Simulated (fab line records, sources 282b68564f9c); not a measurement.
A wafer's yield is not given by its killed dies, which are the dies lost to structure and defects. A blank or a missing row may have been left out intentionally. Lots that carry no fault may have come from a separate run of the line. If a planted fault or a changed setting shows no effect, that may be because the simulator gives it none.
Lot-split experiment || flow rit cmos || on a route of 202 steps: 5 lots, 23 wafers read

== ABOUT THE SPLIT ==
At RIT_NWELL_IMPLANT_08, the setting dose cm2 was moved away from the recipe's 5e+13 on 9 of the 23 wafers read, by -4.1% to +6.2%. All remaining wafers had this setting at the recipe value.

== FROM THE SPLIT TO THE READING: what the file shows between them, 6 steps ==
- RIT_PWELL_SOFTBAKE_02: time 60 s (also split here: temp c)
- RIT_PWELL_EXPOSE_03: exposes mask M3, target cd 43700 nm
- RIT_PWELL_PEB_04
- RIT_PWELL_DEVELOP_05: develop time 68 s
- RIT_PWELL_STRIP_09: strips in O2, time 180 s (also split here: o2 flow sccm)
- RIT_WELLDRIVE_ANNEAL_00: time 14700 s

== THE READING ==
NWELL_RS in ohm/sq, measured at RIT_WELLDRIVE_RS_MEAS_01 by four-point-probe. A value of 275.7 ohm/sq with a standard deviation of 0.69 ohm/sq is what fault-free wafers of this fab line usually give.

{"wafer": "L074.1", "tool, chamber at the split": "implanter-01, 0", "dose cm2 as run": 4.797e+13, "against the recipe": "-4.1%", "NWELL_RS, ohm/sq": 283.1, "against lot-mates on the recipe": "+6.8"}
{"wafer": "L074.2", "tool, chamber at the split": "implanter-01, 0", "dose cm2 as run": 4.797e+13, "against the recipe": "-4.1%", "NWELL_RS, ohm/sq": 283.7, "against lot-mates on the recipe": "+7.4"}
{"wafer": "L074.4", "tool, chamber at the split": "implanter-01, 0", "dose cm2 as run": 4.797e+13, "against the recipe": "-4.1%", "NWELL_RS, ohm/sq": 284.4, "against lot-mates on the recipe": "+8.1"}
{"wafer": "L074.5", "tool, chamber at the split": "implanter-01, 0", "dose cm2 as run": 5e+13, "against the recipe": "recipe", "NWELL_RS, ohm/sq": 276.2, "against lot-mates on the recipe": "-"}
{"wafer": "L074.6", "tool, chamber at the split": "implanter-01, 0", "dose cm2 as run": 5e+13, "against the recipe": "recipe", "NWELL_RS, ohm/sq": 276.4, "against lot-mates on the recipe": "-"}
{"wafer": "L078.1", "tool, chamber at the split": "implanter-02, 0", "dose cm2 as run": 5.191e+13, "against the recipe": "+3.8%", "NWELL_RS, ohm/sq": 268.7, "against lot-mates on the recipe": -7.3}
{"wafer": "L078.2", "tool, chamber at the split": "implanter-02, 0", "dose cm2 as run": 5e+13, "against the recipe": "recipe", "NWELL_RS, ohm/sq": 275.7, "against lot-mates on the recipe": "-"}
{"wafer": "L078.3", "tool, chamber at the split": "implanter-02, 0", "dose cm2 as run": 5e+13, "against the recipe": "recipe", "NWELL_RS, ohm/sq": 276.3, "against lot-mates on the recipe": "-"}
{"wafer": "L078.4", "tool, chamber at the split": "implanter-02, 0", "dose cm2 as run": 5.191e+13, "against the recipe": "+3.8%", "NWELL_RS, ohm/sq": 269.5, "against lot-mates on the recipe": -6.5}
{"wafer": "L078.5", "tool, chamber at the split": "implanter-02, 0", "dose cm2 as run": 5.191e+13, "against the recipe": "+3.8%", "NWELL_RS, ohm/sq": 270.3, "against lot-mates on the recipe": -5.7}
{"wafer": "L081.4", "tool, chamber at the split": "implanter-01, 0", "dose cm2 as run": 5e+13, "against the recipe": "recipe", "NWELL_RS, ohm/sq": 276.0, "against lot-mates on the recipe": "-"}
{"wafer": "L081.5", "tool, chamber at the split": "implanter-01, 0", "dose cm2 as run": 5e+13, "against the recipe": "recipe", "NWELL_RS, ohm/sq": 276.7, "against lot-mates on the recipe": "-"}
{"wafer": "L081.6", "tool, chamber at the split": "implanter-01, 0", "dose cm2 as run": 5e+13, "against the recipe": "recipe", "NWELL_RS, ohm/sq": 275.6, "against lot-mates on the recipe": "-"}
{"wafer": "L082.1", "tool, chamber at the split": "implanter-04, 0", "dose cm2 as run": 5e+13, "against the recipe": "recipe", "NWELL_RS, ohm/sq": 276.0, "against lot-mates on the recipe": "-"}
{"wafer": "L082.3", "tool, chamber at the split": "implanter-04, 0", "dose cm2 as run": 5e+13, "against the recipe": "recipe", "NWELL_RS, ohm/sq": 276.4, "against lot-mates on the recipe": "-"}
{"wafer": "L082.4", "tool, chamber at the split": "implanter-04, 0", "dose cm2 as run": 5e+13, "against the recipe": "recipe", "NWELL_RS, ohm/sq": 276.2, "against lot-mates on the recipe": "-"}
{"wafer": "L082.5", "tool, chamber at the split": "implanter-04, 0", "dose cm2 as run": 5e+13, "against the recipe": "recipe", "NWELL_RS, ohm/sq": 276.7, "against lot-mates on the recipe": "-"}
{"wafer": "L082.6", "tool, chamber at the split": "implanter-04, 0", "dose cm2 as run": 5e+13, "against the recipe": "recipe", "NWELL_RS, ohm/sq": 275.9, "against lot-mates on the recipe": "-"}
{"wafer": "L083.1", "tool, chamber at the split": "implanter-04, 0", "dose cm2 as run": 5.312e+13, "against the recipe": "+6.2%", "NWELL_RS, ohm/sq": 265.5, "against lot-mates on the recipe": -10.5}
{"wafer": "L083.2", "tool, chamber at the split": "implanter-04, 0", "dose cm2 as run": 5.312e+13, "against the recipe": "+6.2%", "NWELL_RS, ohm/sq": 265.6, "against lot-mates on the recipe": -10.4}
{"wafer": "L083.3", "tool, chamber at the split": "implanter-04, 0", "dose cm2 as run": 5.312e+13, "against the recipe": "+6.2%", "NWELL_RS, ohm/sq": 265.4, "against lot-mates on the recipe": -10.6}
{"wafer": "L083.4", "tool, chamber at the split": "implanter-04, 0", "dose cm2 as run": 5e+13, "against the recipe": "recipe", "NWELL_RS, ohm/sq": 275.4, "against lot-mates on the recipe": "-"}
{"wafer": "L083.5", "tool, chamber at the split": "implanter-04, 0", "dose cm2 as run": 5e+13, "against the recipe": "recipe", "NWELL_RS, ohm/sq": 276.7, "against lot-mates on the recipe": "-"}

FIT RESULTS
A straight line over all 23 wafers: NWELL_RS changes by -1.76 ohm/sq for each +1% of dose cm2; r = -1.00; the points scatter about the line by 0.49 ohm/sq.
The same after taking each lot's own level away (the mean of its wafers on the recipe; 23 wafers): -1.73 ohm/sq for each +1%; r = -1.00; scatter 0.47 ohm/sq.
On that fit, the largest move of dose cm2 shifts the reading by 11 ohm/sq.
The span of the lots' own levels, 276.00 to 276.30 ohm/sq, comes to 0.4 times the standard deviation stated above.
Consequently the slope shifts little with the lot-to-lot level, the two slopes agreeing.
Check: for one of the wafers moved furthest among these (+6.2%), held out of the fit, the line's prediction against its lot-mates is -10.8 ohm/sq. It came out at -10.5 ohm/sq against them.

== ADDITIONAL SPLITS CARRIED BY THESE WAFERS ==
Other splits were also applied to these wafers ahead of the reading. Each is held against what the fit with the lots' levels taken away leaves over:
{"other split on the same wafers": "RIT_ACTIVE_CVD_03 time s", "wafers away from the commonest value": 13, "r with NWELL_RS (lot level and that fit taken away)": -0.15}
{"other split on the same wafers": "RIT_ACTIVE_CLEAN_15 time s", "wafers away from the commonest value": 13, "r with NWELL_RS (lot level and that fit taken away)": "+0.16"}
{"other split on the same wafers": "RIT_FOX2_OXIDATION_00 temp c", "wafers away from the commonest value": 10, "r with NWELL_RS (lot level and that fit taken away)": -0.06}
{"other split on the same wafers": "RIT_NWELL_COAT_01 resist thk nm", "wafers away from the commonest value": 7, "r with NWELL_RS (lot level and that fit taken away)": "+0.08"}
{"other split on the same wafers": "RIT_PWELL_SOFTBAKE_02 temp c", "wafers away from the commonest value": 8, "r with NWELL_RS (lot level and that fit taken away)": "+0.28"}
{"other split on the same wafers": "RIT_PWELL_STRIP_09 o2 flow sccm", "wafers away from the commonest value": 9, "r with NWELL_RS (lot level and that fit taken away)": "+0.23"}

== THE FILE'S OWN FIT ==
NWELL_RS changes by -1.73 ohm/sq for each +1% of dose cm2, r = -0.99.
